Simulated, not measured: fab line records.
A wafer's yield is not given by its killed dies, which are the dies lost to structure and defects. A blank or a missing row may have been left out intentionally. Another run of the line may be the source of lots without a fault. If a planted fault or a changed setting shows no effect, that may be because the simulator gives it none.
fab line records    flow berkeley_cmos170
[record] lots = 5  wafers = 13  last_day = 12
route steps=331 shown NLDD@162 SPACER@171
lots that met no fault: taken from a fault-free run of the same line
start_h: the number of hours between the record's first day and the start of the first shown wafer of the lot    wait_h: hours elapsed since this lot's preceding step    " identical to the entry in the row above    L1.1+2: several wafers, shown together as one row    - no value, or no start given    * or withheld: withheld    < > ~ a bound
route shown NAME@n: names a module that has steps shown in the file, with the first one's number in the route    usual: the fault-free wafers' mean and standard deviation    same: alike in all rows    chamber/n: place in a boat    sites: readings site by site    _std_site: how widely they spread, as a standard deviation    _edge_site: inner sites' mean taken away from outer sites' mean    radius_mm: for every site, how far away it sits from the centre of the wafer    mask NAME#n: copy n    behind: the last tool/chamber to shape the wafer    hold: why the lot was held/for how many hours/how that ended    device: which transistor (n, p or np) failed to switch    end of line: tests of these same wafers at the route's end    a step given without rows: its recipe and nothing more    killed: dies lost to structure and defects at the first sort, not the wafer's yield    map: per-die view of a wafer (x killed, . not killed, _ where there is no die)
set.NAME: setting as actually run; set.NAME@STEP: the setting as run at that earlier step    model.NAME: the simulator's own value behind a step, which no gauge read
a table for each step, a row for each wafer; lots at some steps of the route
services: when a tool's chamber went out of use (start_h, in hours from the record's first day, below 0 if earlier), for how many hours, and the reason
[[steps]]
[step UCB170_NLDD_PEB_04]
[recipe] peb_temp_c = 130  peb_time_s = withheld  resist = KrF
[step UCB170_NLDD_DEVELOP_05]
[recipe] developer = TMAH  develop_time_s = 45  resist = KrF  dev_temp_c = 21
[step UCB170_NLDD_CD_MEAS_06]
[recipe] target_cd_nm = 1200
[usual] cd_nm = 1199.6/1.5
lot.wafer  tool       chamber  start_h  wait_h  cd_nm
L630.1     cd_sem-01  -        176.79   -       1202.2
L630.2     "          -        "        "       1202.1
L630.4     "          -        "        "       1202.4
L634.3     cd_sem-02  -        184.75   -       1200.4
L634.5     "          -        "        "       1199.5
L634.6     "          -        "        "       1199.2
L644.5     cd_sem-01  -        244.14   -       1199.3
L646.2     cd_sem-02  -        244.73   -       1197.7
L646.3     "          -        "        "       1197.9
L646.5     "          -        "        "       1197.2
L648.3     cd_sem-02  -        250.91   -       1198.1
L648.4     "          -        "        "       1198.0
L648.6     "          -        "        "       1198.7
[step UCB170_NLDD_OVL_MEAS_07]
[usual] NLDD_OVL = -1/5.6
lot.wafer  tool        chamber  start_h  wait_h  NLDD_OVL[nm]
L630.1     overlay-01  -        176.91   0.1     6
L630.2     "           -        "        "       7
L630.4     "           -        "        "       9
L634.3     overlay-01  -        184.84   0.1     -6
L634.5     "           -        "        "       -2
L634.6     "           -        "        "       -2
L644.5     overlay-01  -        244.20   0.0     -7
L646.2     overlay-01  -        244.83   0.1     1
L646.3     "           -        "        "       -6
L646.5     "           -        "        "       -9
L648.3     overlay-02  -        251.00   0.1     -4
L648.4     "           -        "        "       -9
L648.6     "           -        "        "       2
[step UCB170_NLDD_IMPLANT_08]
[recipe] species = As  dose_cm2 = 5e+13  energy_kev = 30  tilt_deg = 7  rotation_deg = 0
[step UCB170_NLDD_IMPLANT_09]
[recipe] species = As  dose_cm2 = 5e+13  energy_kev = 30  tilt_deg = 7  rotation_deg = 180
[step UCB170_NLDD_STRIP_10]
[recipe] chemistry = O2  power_w = 400  pressure_mtorr = 3500  platen_temp_c = withheld  o2_flow_sccm = 400  overash_fraction = 0.5
[usual] drypump_motor_current_A = 6.01/0.29  oes_product_au = 0.735/0.0046  strip_time_to_endpoint_s = 21.66/0.062
lot.wafer  tool             chamber  start_h  wait_h  drypump_motor_current_A  oes_product_au  rf_hours_counter_h  strip_time_to_endpoint_s
L630.1     plasma_asher-02  0        177.24   0.1     5.68                     0.735           44                  21.66
L630.2     "                1        "        "       6.47                     0.741           44                  21.66
L630.4     "                0        "        "       5.70                     0.729           -                   21.62
L634.3     plasma_asher-02  0        185.20   0.1     5.70                     0.741           -                   21.62
L634.5     "                0        "        "       5.71                     0.737           -                   21.62
L634.6     "                1        "        "       6.49                     0.738           -                   21.63
L644.5     plasma_asher-02  0        244.58   0.1     5.66                     0.735           -                   21.75
L646.2     plasma_asher-04  1        245.16   0.1     5.74                     0.739           47                  21.60
L646.3     "                1        "        "       5.71                     0.731           -                   21.59
L646.5     "                1        "        "       5.73                     0.742           -                   21.63
L648.3     plasma_asher-02  1        251.36   0.1     6.46                     0.737           -                   21.57
L648.4     "                0        "        "       5.68                     0.735           -                   21.66
L648.6     "                0        "        "       5.66                     0.739           -                   21.58
[step UCB170_NLDD_TW_MEAS_11]
[usual] NLDD_TW = 2218/15
lot.wafer  tool           chamber  start_h  wait_h  NLDD_TW
L630.1     film_metro-04  -        177.34   0.1     2194
L630.2     "              -        "        "       2215
L630.4     "              -        "        "       2191
L634.3     film_metro-02  -        185.29   0.1     2220
L634.5     "              -        "        "       2226
L634.6     "              -        "        "       2226
L644.5     film_metro-04  -        244.65   0.0     2201
L646.2     film_metro-02  -        245.27   0.1     2232
L646.3     "              -        "        "       2233
L646.5     "              -        "        "       2238
L648.3     film_metro-02  -        251.45   0.1     2229
L648.4     "              -        "        "       2220
L648.6     "              -        "        "       2220
[step UCB170_NLDD_CLEAN_12]
[recipe] chemistry = SPM  temp_c = 120  time_s = 600
[step UCB170_SPACER_CVD_00]
[recipe] material = SiO2  target_thk_nm = 376  temp_c = 390  precursor = TEOS/O2  time_s = 45.16  rf_w = 550  pressure_mtorr = 9000
[usual] heater_power_w = 286/59  rf_fwd_power_W = 543.5/2
lot.wafer  tool      chamber  start_h  wait_h  heater_power_w  rf_fwd_power_W
L630.1     pecvd-02  1        177.59   0.0     280             547.6
L630.2     "         0        "        "       248             544.6
L630.4     "         0        "        "       259             541.2
L634.3     pecvd-03  1        185.50   0.0     323             541.7
L634.5     "         1        "        "       324             540.8
L634.6     "         0        "        "       405             546.0
L644.5     pecvd-03  0        244.87   0.0     395             544.5
L646.2     pecvd-02  1        245.50   0.0     302             543.8
L646.3     "         2        "        "       255             543.0
L646.5     "         1        "        "       317             545.2
L648.3     pecvd-02  0        251.66   0.0     237             545.1
L648.4     "         1        "        "       361             543.7
L648.6     "         2        "        "       221             545.7
[step UCB170_SPACER_THK_MEAS_01]
[recipe] reads = SiO2_of_SPACER_CVD_00
[usual] SPACER_TEOS_THK = 361/4.8
lot.wafer  tool           chamber  start_h  wait_h  SPACER_TEOS_THK[nm]
L630.1     film_metro-03  -        177.64   0.0     353
L630.2     "              -        "        "       356
L630.4     "              -        "        "       360
L634.3     film_metro-03  -        185.57   0.0     365
L634.5     "              -        "        "       363
L634.6     "              -        "        "       368
L644.5     film_metro-02  -        244.93   0.0     369
L646.2     film_metro-02  -        245.55   0.0     357
L646.3     "              -        "        "       357
L646.5     "              -        "        "       362
L648.3     film_metro-02  -        251.72   0.0     360
L648.4     "              -        "        "       360
L648.6     "              -        "        "       360
[step UCB170_SPACER_ANNEAL_02]
[recipe] temp_c = 900  time_s = 1800  ambient = N2
[step UCB170_SPACER_ETCHBACK_03]
[recipe] stop_on = Si  target = SiO2  chemistry = CHF3/CF4/Ar  CHF3_flow_sccm = 50  cf4_flow_sccm = 10  Ar_flow_sccm = 120  pressure_mtorr = 200  rf_w = 500  target_depth_a = 3760  time_s = 100
[usual] drypump_motor_current_A = 5.7/0.52  oes_product_au = 0.878/0.015  rf_fwd_power_W = 496.9/1.6  throttle_valve_pct = 6.49/0.066
lot.wafer  tool         chamber  start_h  wait_h  drypump_motor_current_A  oes_product_au  rf_fwd_power_W  rf_hours_counter_h  throttle_valve_pct  model.etch.depth_nm
L630.1     rie_diel-01  1        184.10   0.0     5.0                      0.860           497.6           143                 6.48                352.4
L630.2     "            0        "        "       6.5                      0.871           497.0           94                  6.64                356.2
L630.4     "            3        "        "       6.3                      0.874           497.8           118                 6.47                360.2
L634.3     rie_diel-01  3        192.51   0.0     6.3                      0.880           495.5           119                 6.46                365.3
L634.5     "            1        "        "       5.0                      0.877           496.0           -                   6.47                362.6
L634.6     "            2        "        "       5.1                      0.878           499.1           -                   6.48                368.2
L646.2     rie_diel-04  2        250.33   0.0     4.9                      0.854           496.2           1                   6.55                356.7
L646.3     "            1        "        "       5.7                      0.884           494.1           5                   6.44                356.9
L646.5     "            3        "        "       6.0                      0.902           497.0           -                   6.50                362.2
L644.5     rie_diel-01  2        250.36   0.0     5.1                      0.861           497.4           -                   6.47                361.7
L648.3     rie_diel-03  0        258.47   0.0     6.0                      0.869           497.0           19                  6.44                359.7
L648.4     "            3        "        "       6.3                      0.867           496.1           52                  6.42                359.8
L648.6     "            1        "        "       5.5                      0.886           496.8           -                   6.55                359.8
[[services]]
tool             chamber  start_h  hours  kind
rie_diel-01      3        167.98   15.8   repair
rie_diel-03      2        170.85   -      clean
rie_diel-03      2        170.85   15.7   scheduled_down
rie_diel-03      2        170.85   15.7   vent_cycle
plasma_asher-04  -        184.38   2.9    repair
pecvd-02         0        190.99   2.1    repair
rie_diel-01      -        194.32   0.2    repair
rie_diel-04      2        204.01   -      clean
rie_diel-04      2        204.01   22.2   scheduled_down
rie_diel-04      2        204.01   22.2   vent_cycle
rie_diel-04      3        210.00   3.5    repair
rie_diel-01      1        216.42   -      clean
rie_diel-01      1        216.42   17.9   scheduled_down
rie_diel-01      1        216.42   17.9   vent_cycle
pecvd-03         0        224.01   5.9    repair
rie_diel-04      -        238.55   2.8    pm
[[key]]
first_sign none at tools or gauges
[model_effect] step = UCB170_SPACER_ETCHBACK_03  value = etch.depth_nm  without = 369.4  struck = 361.7
met_at UCB170_SPACER_ETCHBACK_03
struck_wafers L644.5
later_rows_left_out L644.5
sort_left_out L644.5
tester_left_out L644
onset_between 192.51 250.36
also_fits UCB170_SPACER_CVD_00:pecvd-03
[fault] kind = process_parameter_drift  tool = rie_diel-01  chamber = -  onset_h = 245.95  steps = UCB170_SPACER_ETCHBACK_03  channel = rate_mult  offset = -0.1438  shape = step  end_h = 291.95
// tester_left_out: of these lots the tester's yield and bins aren't shown, on N5 and GAA mostly nor the transistor test; their killed dies are dies lost to structure and defects alone, not to doping, threshold or leakage, so they don't give the yield
// sort_left_out: the simulated sort isn't trusted on such a fault, so these wafers' sort isn't shown, and their yield isn't known
// later_rows_left_out: the simulator's readings of these wafers behind a module that went badly wrong aren't trusted and aren't shown, but for the sort
